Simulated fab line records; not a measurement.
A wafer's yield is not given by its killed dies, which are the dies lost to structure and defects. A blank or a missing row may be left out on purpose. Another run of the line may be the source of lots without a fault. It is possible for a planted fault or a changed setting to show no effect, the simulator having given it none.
Split-lot trial || flow berkeley_cmos170 || 23 wafers read from 5 lots, route of 331 steps

ON THE SPLIT
At UCB170_CONTACT_CVD_01 (deposits PSG from SiH4/O2/PH3, target thk 700 nm, time 2820 s), the setting sih4_flow_sccm was moved away from the recipe's 60 sccm on 15 of the 23 wafers read, by -14.4% to +9.8%. All remaining wafers had this setting at the recipe value.

Between the split and the reading, the file records no step.

THE READING
CONTACT_PSG_THK (nm), taken at UCB170_CONTACT_THK_MEAS_02. Fault-free wafers of this fab line usually give 703 nm, standard deviation 4.6 nm.

{"wafer": "L075.1", "tool, chamber at the split": "-, -", "sih4_flow_sccm as run, sccm": 65.88, "against the recipe": "+9.8%", "CONTACT_PSG_THK, nm": 729, "against lot-mates on the recipe": "no lot-mate on the recipe"}
{"wafer": "L075.2", "tool, chamber at the split": "-, -", "sih4_flow_sccm as run, sccm": 65.88, "against the recipe": "+9.8%", "CONTACT_PSG_THK, nm": 725, "against lot-mates on the recipe": "no lot-mate on the recipe"}
{"wafer": "L075.4", "tool, chamber at the split": "-, -", "sih4_flow_sccm as run, sccm": 65.88, "against the recipe": "+9.8%", "CONTACT_PSG_THK, nm": 732, "against lot-mates on the recipe": "no lot-mate on the recipe"}
{"wafer": "L075.5", "tool, chamber at the split": "-, -", "sih4_flow_sccm as run, sccm": 65.88, "against the recipe": "+9.8%", "CONTACT_PSG_THK, nm": 731, "against lot-mates on the recipe": "no lot-mate on the recipe"}
{"wafer": "L075.6", "tool, chamber at the split": "-, -", "sih4_flow_sccm as run, sccm": 65.88, "against the recipe": "+9.8%", "CONTACT_PSG_THK, nm": 727, "against lot-mates on the recipe": "no lot-mate on the recipe"}
{"wafer": "L078.1", "tool, chamber at the split": "-, -", "sih4_flow_sccm as run, sccm": 51.37, "against the recipe": "-14.4%", "CONTACT_PSG_THK, nm": 670, "against lot-mates on the recipe": "no lot-mate on the recipe"}
{"wafer": "L078.2", "tool, chamber at the split": "-, -", "sih4_flow_sccm as run, sccm": 51.37, "against the recipe": "-14.4%", "CONTACT_PSG_THK, nm": 672, "against lot-mates on the recipe": "no lot-mate on the recipe"}
{"wafer": "L078.3", "tool, chamber at the split": "-, -", "sih4_flow_sccm as run, sccm": 51.37, "against the recipe": "-14.4%", "CONTACT_PSG_THK, nm": 670, "against lot-mates on the recipe": "no lot-mate on the recipe"}
{"wafer": "L078.5", "tool, chamber at the split": "-, -", "sih4_flow_sccm as run, sccm": 51.37, "against the recipe": "-14.4%", "CONTACT_PSG_THK, nm": 673, "against lot-mates on the recipe": "no lot-mate on the recipe"}
{"wafer": "L078.6", "tool, chamber at the split": "-, -", "sih4_flow_sccm as run, sccm": 51.37, "against the recipe": "-14.4%", "CONTACT_PSG_THK, nm": 671, "against lot-mates on the recipe": "no lot-mate on the recipe"}
{"wafer": "L081.1", "tool, chamber at the split": "-, -", "sih4_flow_sccm as run, sccm": 60, "against the recipe": "recipe", "CONTACT_PSG_THK, nm": 710, "against lot-mates on the recipe": "-"}
{"wafer": "L081.2", "tool, chamber at the split": "-, -", "sih4_flow_sccm as run, sccm": 60, "against the recipe": "recipe", "CONTACT_PSG_THK, nm": 709, "against lot-mates on the recipe": "-"}
{"wafer": "L081.3", "tool, chamber at the split": "-, -", "sih4_flow_sccm as run, sccm": 60, "against the recipe": "recipe", "CONTACT_PSG_THK, nm": 711, "against lot-mates on the recipe": "-"}
{"wafer": "L081.4", "tool, chamber at the split": "-, -", "sih4_flow_sccm as run, sccm": 60, "against the recipe": "recipe", "CONTACT_PSG_THK, nm": 711, "against lot-mates on the recipe": "-"}
{"wafer": "L081.5", "tool, chamber at the split": "-, -", "sih4_flow_sccm as run, sccm": 60, "against the recipe": "recipe", "CONTACT_PSG_THK, nm": 708, "against lot-mates on the recipe": "-"}
{"wafer": "L080.1", "tool, chamber at the split": "lpcvd-02, 0", "sih4_flow_sccm as run, sccm": 60, "against the recipe": "recipe", "CONTACT_PSG_THK, nm": 702, "against lot-mates on the recipe": "-"}
{"wafer": "L080.3", "tool, chamber at the split": "lpcvd-02, 0", "sih4_flow_sccm as run, sccm": 60, "against the recipe": "recipe", "CONTACT_PSG_THK, nm": 703, "against lot-mates on the recipe": "-"}
{"wafer": "L080.6", "tool, chamber at the split": "lpcvd-02, 0", "sih4_flow_sccm as run, sccm": 60, "against the recipe": "recipe", "CONTACT_PSG_THK, nm": 706, "against lot-mates on the recipe": "-"}
{"wafer": "L083.1", "tool, chamber at the split": "-, -", "sih4_flow_sccm as run, sccm": 63.49, "against the recipe": "+5.8%", "CONTACT_PSG_THK, nm": 722, "against lot-mates on the recipe": "no lot-mate on the recipe"}
{"wafer": "L083.2", "tool, chamber at the split": "-, -", "sih4_flow_sccm as run, sccm": 63.49, "against the recipe": "+5.8%", "CONTACT_PSG_THK, nm": 717, "against lot-mates on the recipe": "no lot-mate on the recipe"}
{"wafer": "L083.3", "tool, chamber at the split": "-, -", "sih4_flow_sccm as run, sccm": 63.49, "against the recipe": "+5.8%", "CONTACT_PSG_THK, nm": 724, "against lot-mates on the recipe": "no lot-mate on the recipe"}
{"wafer": "L083.4", "tool, chamber at the split": "-, -", "sih4_flow_sccm as run, sccm": 63.49, "against the recipe": "+5.8%", "CONTACT_PSG_THK, nm": 722, "against lot-mates on the recipe": "no lot-mate on the recipe"}
{"wafer": "L083.5", "tool, chamber at the split": "-, -", "sih4_flow_sccm as run, sccm": 63.49, "against the recipe": "+5.8%", "CONTACT_PSG_THK, nm": 726, "against lot-mates on the recipe": "no lot-mate on the recipe"}

THE FIT
A straight line over all 23 wafers: CONTACT_PSG_THK changes by +2.43 nm for each +1% of sih4_flow_sccm; r = +0.99; the points scatter about the line by 3.1 nm.
Too few moved wafers with a lot-mate on the recipe to fit a line net of each lot's own level.

THE WHOLE CHAIN: every reading that the file lists as answering this split, in the file's order
{"step": "UCB170_CONTACT_CVD_01", "what it does": "deposits PSG from SiH4/O2/PH3, target thk 700 nm, time 2820 s", "reading": "PSG_of_CONTACT_CVD_01.thk_nm (the simulator's own value, which no gauge read)", "change (the file's fit)": "+2.43 nm for each +1% of the setting", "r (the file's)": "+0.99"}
{"step": "UCB170_CONTACT_THK_MEAS_02", "what it does": "", "reading": "CONTACT_PSG_THK", "change (the file's fit)": "+2.43 for each +1% of the setting", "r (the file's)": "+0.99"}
{"step": "UCB170_CONTACT_ETCH_18", "what it does": "etches PSG in CHF3/CF4/Ar, stops on TiSi2, target depth 840 nm, time 195 s", "reading": "etch.depth_nm (the simulator's own value, which no gauge read)", "change (the file's fit)": "+2.46 nm for each +1% of the setting", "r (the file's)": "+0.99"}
{"step": "UCB170_CONTACT_ETCH_18", "what it does": "etches PSG in CHF3/CF4/Ar, stops on TiSi2, target depth 840 nm, time 195 s", "reading": "CONTACT.feature_depth_nm (the simulator's own value, which no gauge read)", "change (the file's fit)": "+2.43 nm for each +1% of the setting", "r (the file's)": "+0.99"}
{"step": "UCB170_M1_METAL_ETCH_12", "what it does": "etches Al in Cl2/BCl3, stops on PSG, target depth 780 nm, time 130 s", "reading": "PSG_of_CONTACT_CVD_01.thk_nm (the simulator's own value, which no gauge read)", "change (the file's fit)": "+2.45 nm for each +1% of the setting", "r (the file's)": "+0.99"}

THE FILE'S OWN FIT
CONTACT_PSG_THK changes by +2.43 nm for each +1% of sih4_flow_sccm, r = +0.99.
